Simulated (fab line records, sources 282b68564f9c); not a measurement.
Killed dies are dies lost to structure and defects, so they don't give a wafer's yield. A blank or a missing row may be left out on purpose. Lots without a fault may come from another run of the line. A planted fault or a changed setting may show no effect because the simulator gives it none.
fab line records | flow rit_cmos
record lots=5 wafers=15 last_day=7
route steps=202 shown ACTIVE@2 FOX1@20 FOX2@23 M1@202
lots that met no fault: from a run of the same line without faults
start_h: hours from the record's first day to the start of the lot's first wafer shown | wait_h: hours since the lot's step before | " the same as in the row above | L1.1+2: a row that stands for several wafers | - no value, or no start given | * or withheld: withheld | < > ~ a bound
route shown NAME@n: a module of which the file shows steps, and the number in the route of the first | usual: mean/standard deviation of fault-free wafers | same: alike in all rows | chamber/n: place in a boat | sites: the reading at each site | _std_site: their standard deviation | _edge_site: outer sites' mean less inner sites' | radius_mm: how far each site lies from the wafer's centre | mask NAME#n: copy n | behind: the tool/chamber that last shaped the wafer | hold: why the lot was held/for how many hours/how that ended | device: the transistor (n, p or np) that didn't switch | end of line: the same wafers' tests at the end of the route | a step without rows: its recipe alone | killed: dies lost to structure and defects at the first sort, not the wafer's yield | map: a wafer's dies, x killed, . not, _ none there
set.NAME: the setting as run; set.NAME@STEP: as run at that earlier step | model.NAME: the simulator's own value behind a step, which no gauge read
lots at some steps of the route; a table a step, a row a wafer
services: from which hour (start_h, from the record's first day; less than 0 if before it) a tool's chamber was out of use, for how many hours, and why
## steps
# step RIT_ACTIVE_OXIDATION_01
# recipe temp_c=1005 ambient=O2 target_thk_a=468 ox_time_s=3360
# step RIT_ACTIVE_THK_MEAS_02
# recipe reads=SiO2_of_ACTIVE_OXIDATION_01
# usual ACTIVE_OXIDE_THK=48.7/0.99
# columns lot.wafer tool chamber start_h wait_h ACTIVE_OXIDE_THK[nm]
L411.1 film_metro-03 - 37.16 0.0 50.2
L411.5 " - " " 50.2
L411.6 " - " " 50.6
L412.4 film_metro-03 - 44.06 0.0 48.9
L412.5 " - " " 49.5
L412.6 " - " " 49.0
L419.1 film_metro-02 - 78.82 0.0 47.6
L419.4 " - " " 47.5
L419.6 " - " " 48.4
L425.1 film_metro-04 - 107.05 0.0 49.1
L425.2 " - " " 48.6
L425.3 " - " " 49.1
L427.2 film_metro-04 - 117.06 0.0 48.3
L427.3 " - " " 48.8
L427.4 " - " " 48.6
# step RIT_ACTIVE_CVD_03
# recipe material=Si3N4 target_thk_nm=150 temp_c=810 precursor=SiH2Cl2/NH3 time_s=1500 pressure_mtorr=300 sih2cl2_flow_sccm=60 nh3_flow_sccm=150
# step RIT_ACTIVE_THK_MEAS_04
# recipe reads=Si3N4_of_ACTIVE_CVD_03
# usual ACTIVE_NITRIDE_THK=150.2/1.3
# columns lot.wafer tool chamber start_h wait_h ACTIVE_NITRIDE_THK[nm]
L411.1 film_metro-04 - 38.64 0.0 150.1
L411.5 " - " " 149.7
L411.6 " - " " 149.6
L412.4 film_metro-03 - 45.54 0.0 151.6
L412.5 " - " " 152.2
L412.6 " - " " 151.0
L419.1 film_metro-03 - 80.30 0.0 152.1
L419.4 " - " " 152.7
L419.6 " - " " 153.5
L425.1 film_metro-04 - 108.53 0.0 148.5
L425.2 " - " " 150.1
L425.3 " - " " 149.2
L427.2 film_metro-04 - 118.55 0.0 151.6
L427.3 " - " " 149.7
L427.4 " - " " 149.6
# step RIT_ACTIVE_HMDS_05
# recipe prime_time_s=60 prime_temp_c=140
# step RIT_ACTIVE_COAT_06
# recipe resist=NOVOLAK spin_rpm=3250 resist_thk_nm=1000
# step RIT_ACTIVE_SOFTBAKE_07
# recipe resist=NOVOLAK temp_c=90 time_s=60
# step RIT_ACTIVE_EXPOSE_08
# recipe mask_id=M1 na=0.6 source_shape=conventional sigma_outer=0.6 target_cd_nm=1400 dose_mj=225
# step RIT_ACTIVE_PEB_09
# recipe resist=NOVOLAK temp_c=withheld time_s=withheld
# step RIT_ACTIVE_DEVELOP_10
# recipe resist=NOVOLAK develop_time_s=50 dev_temp_c=23
# step RIT_ACTIVE_CD_MEAS_11
# recipe target_cd_nm=1400
# usual cd_nm=1399.9/2.3
# columns lot.wafer tool chamber start_h wait_h cd_nm
L411.1 cd_sem-02 - 39.67 - 1400.0
L411.5 " - " " 1398.1
L411.6 " - " " 1398.3
L412.4 cd_sem-01 - 46.48 - 1400.6
L412.5 " - " " 1400.1
L412.6 " - " " 1398.8
L419.1 cd_sem-01 - 81.21 - 1396.6
L419.4 " - " " 1395.9
L419.6 " - " " 1397.2
L425.1 cd_sem-01 - 109.56 - 1399.9
L425.2 " - " " 1401.2
L425.3 " - " " 1398.8
L427.2 cd_sem-01 - 119.49 - 1400.5
L427.3 " - " " 1399.3
L427.4 " - " " 1400.6
# step RIT_ACTIVE_HARDBAKE_12
# recipe resist=NOVOLAK temp_c=140 time_s=60
# step RIT_ACTIVE_ETCH_13
# recipe stop_on=SiO2 chemistry=SF6 target=Si3N4 time_s=201.2 over_etch_frac=0.4 SF6_flow_sccm=200 pressure_mtorr=260 rf_w=125 target_depth_a=2100
# usual drypump_motor_current_A=5.9/0.49 oes_product_au=0.838/0.011 throttle_valve_pct=7.49/0.082
# columns lot.wafer tool chamber start_h wait_h drypump_motor_current_A oes_product_au rf_hours_counter_h throttle_valve_pct model.NOVOLAK_of_ACTIVE_COAT_06.thk_nm model.ACTIVE.feature_depth_nm model.SiO2_of_ACTIVE_OXIDATION_01.thk_nm
L411.1 rie_diel-03 3 39.94 0.1 6.4 0.821 19 7.51 667.1 150.1 50.19
L411.5 " 2 " " 5.2 0.839 - 7.48 682 149.7 50.2
L411.6 " 3 " " 6.4 0.819 - 7.53 670.3 149.5 50.57
L412.4 rie_diel-01 2 46.76 0.1 5.4 0.846 - 7.48 665.4 151.6 48.93
L412.5 " 3 " " 5.9 0.846 - 7.52 665.7 152 49.47
L412.6 " 2 " " 5.4 0.865 - 7.48 665.7 151 49.01
L419.1 rie_diel-03 0 81.55 0.1 6.0 0.825 68 7.58 599.7 168.6 31.14
L419.4 " 3 " " 6.3 0.831 19 7.52 671.3 152.8 47.55
L419.6 " 2 " " 5.3 0.855 - 7.49 680 153.5 48.38
L425.1 rie_diel-04 1 109.83 0.1 6.4 0.834 152 7.35 677.5 148.7 49.11
L425.2 " 2 " " 6.2 0.842 5 7.47 664.3 150.2 48.6
L425.3 " 0 " " 5.6 0.845 51 7.39 674.3 149.2 49.02
L427.2 rie_diel-01 1 119.74 0.1 6.2 0.843 99 7.40 661.4 151.6 48.34
L427.3 " 3 " " 5.9 0.836 144 7.52 661.8 149.6 48.77
L427.4 " 2 " " 5.4 0.845 2 7.48 666.4 149.5 48.54
# step RIT_ACTIVE_STRIP_14
# recipe chemistry=O2 time_s=180 resist=NOVOLAK platen_temp_c=withheld power_w=500 pressure_mtorr=4000 o2_flow_sccm=4000
# usual drypump_motor_current_A=5.78/0.3
# columns lot.wafer tool chamber start_h wait_h drypump_motor_current_A rf_hours_counter_h
L411.1 plasma_asher-02 1 40.07 0.1 5.77 38
L411.5 " 1 " " 5.77 -
L411.6 " 0 " " 5.67 -
L412.4 plasma_asher-03 0 46.95 0.1 6.40 -
L412.5 " 0 " " 6.37 -
L412.6 " 1 " " 4.88 -
L419.1 plasma_asher-03 1 81.69 0.1 4.84 26
L419.4 " 1 " " 4.87 -
L419.6 " 0 " " 6.40 -
L425.1 plasma_asher-04 0 109.97 0.1 6.02 50
L425.2 " 1 " " 5.75 50
L425.3 " 0 " " 6.02 -
L427.2 plasma_asher-02 0 119.87 0.1 5.68 0
L427.3 " 0 " " 5.71 -
L427.4 " 1 " " 5.78 -
# step RIT_ACTIVE_CD_MEAS_90
# recipe target_cd_nm=1400
# usual cd_nm=1400.0/2.3
# columns lot.wafer tool chamber start_h wait_h cd_nm
L411.1 cd_sem-02 - 40.25 0.1 1400.6
L411.5 " - " " 1398.3
L411.6 " - " " 1398.9
L412.4 cd_sem-02 - 47.12 0.1 1400.6
L412.5 " - " " 1400.4
L412.6 " - " " 1398.6
L419.1 cd_sem-02 - 81.86 0.1 1395.8
L419.4 " - " " 1395.8
L419.6 " - " " 1397.1
L425.1 cd_sem-01 - 110.14 0.1 1400.2
L425.2 " - " " 1401.4
L425.3 " - " " 1399.3
L427.2 cd_sem-01 - 120.07 0.1 1400.3
L427.3 " - " " 1399.1
L427.4 " - " " 1400.6
# step RIT_ACTIVE_CLEAN_15
# recipe chemistry=SC1 mix=3:3:50 time_s=600 temp_c=75
# step RIT_ACTIVE_CLEAN_16
# recipe chemistry=dHF dilution=50:1 time_s=30
# step RIT_ACTIVE_CLEAN_17
# recipe chemistry=SC2 mix=3:3:50 time_s=600 temp_c=75 dry=n2_spin
# step RIT_FOX1_OXIDATION_00
# recipe temp_c=1100 ambient=H2O target_thk_a=3507 p_h2o_torr=720 ox_time_s=1130
# step RIT_FOX1_THK_MEAS_01
# recipe reads=SiO2_of_FOX1_OXIDATION_00
# usual FOX1_OXIDE_THK=348/5.8
# columns lot.wafer tool chamber start_h wait_h FOX1_OXIDE_THK[nm]
L411.1 film_metro-02 - 44.52 0.0 352
L411.5 " - " " 349
L411.6 " - " " 352
L412.4 film_metro-03 - 48.89 0.0 349
L412.5 " - " " 354
L412.6 " - " " 359
L419.1 film_metro-01 - 83.66 0.0 352
L419.4 " - " " 348
L419.6 " - " " 348
L425.1 film_metro-01 - 113.29 0.0 350
L425.2 " - " " 354
L425.3 " - " " 353
L427.2 film_metro-02 - 124.54 0.0 339
L427.3 " - " " 341
L427.4 " - " " 337
# step RIT_FOX1_WET_ETCH_02
# recipe chemistry=BOE target_depth_nm=350 time_s=390 temp_c=21.5 dry=n2_spin dilution=10:1 target=SiO2
# step RIT_FOX2_OXIDATION_00
# recipe temp_c=1100 ambient=H2O target_thk_a=3507 p_h2o_torr=720 ox_time_s=1130
# step RIT_FOX2_THK_MEAS_01
# recipe reads=SiO2_of_FOX2_OXIDATION_00
# usual FOX2_OXIDE_THK=349/5.8
# columns lot.wafer tool chamber start_h wait_h FOX2_OXIDE_THK[nm]
L411.1 film_metro-01 - 46.01 0.0 352
L411.5 " - " " 347
L411.6 " - " " 349
L412.4 film_metro-01 - 51.28 0.0 346
L412.5 " - " " 352
L412.6 " - " " 348
L419.1 film_metro-02 - 85.15 0.0 341
L419.4 " - " " 341
L419.6 " - " " 347
L425.1 film_metro-01 - 115.04 0.0 351
L425.2 " - " " 346
L425.3 " - " " 349
L427.2 film_metro-01 - 126.10 0.0 348
L427.3 " - " " 344
L427.4 " - " " 347
# step RIT_FOX2_CLEAN_02
# recipe chemistry=dHF dilution=50:1 time_s=180
# step RIT_FOX2_WET_ETCH_03
# recipe chemistry=H3PO4 target=Si3N4 target_depth_nm=195 temp_c=165 time_s=2700
# columns lot.wafer tool chamber start_h wait_h model.SiO2_of_ACTIVE_OXIDATION_01.thk_nm
L411.1 wet_bench-01 1 46.13 0.0 44.66
L411.5 " 1 " " 44.61
L411.6 " 1 " " 44.97
L412.4 wet_bench-01 2 51.37 0.0 43.47
L412.5 " 2 " " 43.94
L412.6 " 2 " " 43.5
L419.1 wet_bench-01 1 85.27 0.0 27.71
L419.4 " 1 " " 42.34
L419.6 " 1 " " 43.05
L425.1 wet_bench-03 1 115.17 0.0 43.51
L425.2 " 1 " " 43.1
L425.3 " 1 " " 43.44
L427.2 wet_bench-04 1 126.21 0.0 42.9
L427.3 " 1 " " 43.27
L427.4 " 1 " " 43.09
# step RIT_FOX2_THK_MEAS_90
# recipe reads=SiO2_of_FOX2_OXIDATION_00
# usual FIELD_OXIDE_LEFT_1_THK=322/5.8
# columns lot.wafer tool chamber start_h wait_h FIELD_OXIDE_LEFT_1_THK[nm]
L411.1 film_metro-02 - 47.78 0.0 324
L411.5 " - " " 319
L411.6 " - " " 322
L412.4 film_metro-01 - 53.06 0.0 319
L412.5 " - " " 325
L412.6 " - " " 321
L419.1 film_metro-02 - 86.79 0.0 314
L419.4 " - " " 314
L419.6 " - " " 320
L425.1 film_metro-02 - 115.92 0.0 324
L425.2 " - " " 319
L425.3 " - " " 321
L427.2 film_metro-04 - 126.98 0.0 321
L427.3 " - " " 317
L427.4 " - " " 320
# step RIT_M1_PROBE_99
# usual killed_at_front_end=7/3.3 killed_dies=7/3.3 killed_open=3.3/1.9 killed_short=3.6/2.1
# same gross_dies=264 killed_at_M0_to_M3=0 killed_at_M4_up=0 killed_at_back_side=0 killed_at_contacts=0 killed_at_other=0
# columns lot.wafer tool chamber start_h wait_h killed_at_front_end killed_dies killed_open killed_short
L411.1 prober-02 - 87.56 0.1 10 10 5 5
L411.5 prober-02 - 87.76 0.2 4 4 1 3
L411.6 prober-02 - 87.81 0.2 3 3 1 2
L412.4 prober-01 - 92.00 0.2 1 1 1 0
L412.5 prober-01 - 92.05 0.2 5 5 3 2
L412.6 prober-01 - 92.10 0.2 7 7 3 4
L419.1 prober-02 - 126.52 0.1 10 10 6 4
L419.4 prober-02 - 126.67 0.2 9 9 3 6
L419.6 prober-02 - 126.77 0.2 8 8 4 4
# killed by level:class
L411.1 GATE:geometric_particle:short=2 FOX1:geometric_particle:short=1 FOX1:geometric_particle:open=1 FOX2:geometric_particle:open=1 GATE:geometric_particle:open=1 REOX:geometric_particle:short=1 SPACER:geometric_particle:open=1 SPACER:geometric_particle:short=1
L411.5 FOX1:geometric_particle:short=2 GATE:geometric_particle:short=1 SILICIDE:geometric_particle:open=1
L411.6 FOX1:geometric_particle:short=1 GATE:geometric_particle:short=1 SPACER:geometric_particle:open=1
L412.4 REOX:geometric_particle:open=1
L412.5 FOX1:geometric_particle:open=1 FOX2:geometric_particle:short=1 GATE:geometric_particle:open=1 GATE:geometric_particle:short=1 SPACER:geometric_particle:open=1
L412.6 SPACER:geometric_particle:short=3 FOX1:geometric_particle:short=1 FOX2:geometric_particle:open=1 REOX:geometric_particle:open=1 SPACER:geometric_particle:open=1
L419.1 GATE:geometric_particle:open=3 GATE:geometric_particle:short=3 FOX1:geometric_particle:open=2 FOX1:geometric_particle:short=1 SILICIDE:geometric_particle:open=1
L419.4 FOX1:geometric_particle:short=3 FOX1:geometric_particle:open=2 FOX2:geometric_particle:short=1 GATE:geometric_particle:short=1 SPACER:geometric_particle:short=1 SILICIDE:geometric_particle:open=1
L419.6 GATE:geometric_particle:open=3 REOX:geometric_particle:short=3 REOX:geometric_particle:open=1 SILICIDE:geometric_particle:short=1
## services
# columns tool chamber start_h hours kind
rie_diel-04 - 21.50 0.3 repair
plasma_asher-04 - 32.25 2.2 repair
plasma_asher-03 - 41.25 0.8 repair
rie_diel-01 0 43.39 5.3 repair
rie_diel-01 1 43.80 5.5 repair
rie_diel-01 3 47.80 8.6 repair
rie_diel-04 2 54.72 5.8 repair
rie_diel-03 1 68.17 6.2 repair
rie_diel-01 1 68.45 7.7 repair
rie_diel-03 0 68.49 5.7 repair
wet_bench-03 - 79.36 2.7 repair
rie_diel-03 - 85.58 0.6 repair
rie_diel-03 2 96.21 16.5 repair
plasma_asher-03 - 99.91 28.1 pm
rie_diel-01 2 102.47 12.0 repair
plasma_asher-02 - 108.75 9.0 pm
plasma_asher-02 0 108.75 9.0 vent_cycle
plasma_asher-02 1 108.75 9.0 vent_cycle
wet_bench-03 - 111.24 2.2 repair
rie_diel-03 1 112.70 - clean
rie_diel-03 1 112.70 15.8 scheduled_down
rie_diel-03 1 112.70 15.8 vent_cycle
plasma_asher-02 0 117.75 - clean
rie_diel-03 3 121.65 1.3 repair
## key
first_sign none at tools or gauges
model_effect step=RIT_ACTIVE_ETCH_13 value=NOVOLAK_of_ACTIVE_COAT_06.thk_nm without=659.1 struck=599.7
model_effect step=RIT_FOX2_WET_ETCH_03 value=SiO2_of_ACTIVE_OXIDATION_01.thk_nm without=42.38 struck=27.71
met_at RIT_ACTIVE_ETCH_13
struck_wafers L419.1
tester_left_out L419
fault kind=process_parameter_drift tool=rie_diel-03 chamber=0 onset_h=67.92 steps=RIT_ACTIVE_ETCH_13 channel=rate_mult offset=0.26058 shape=step end_h=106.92
# tester_left_out: of these lots the tester's yield and bins aren't shown, on N5 and GAA mostly nor the transistor test; their killed dies are dies lost to structure and defects alone, not to doping, threshold or leakage, so they don't give the yield
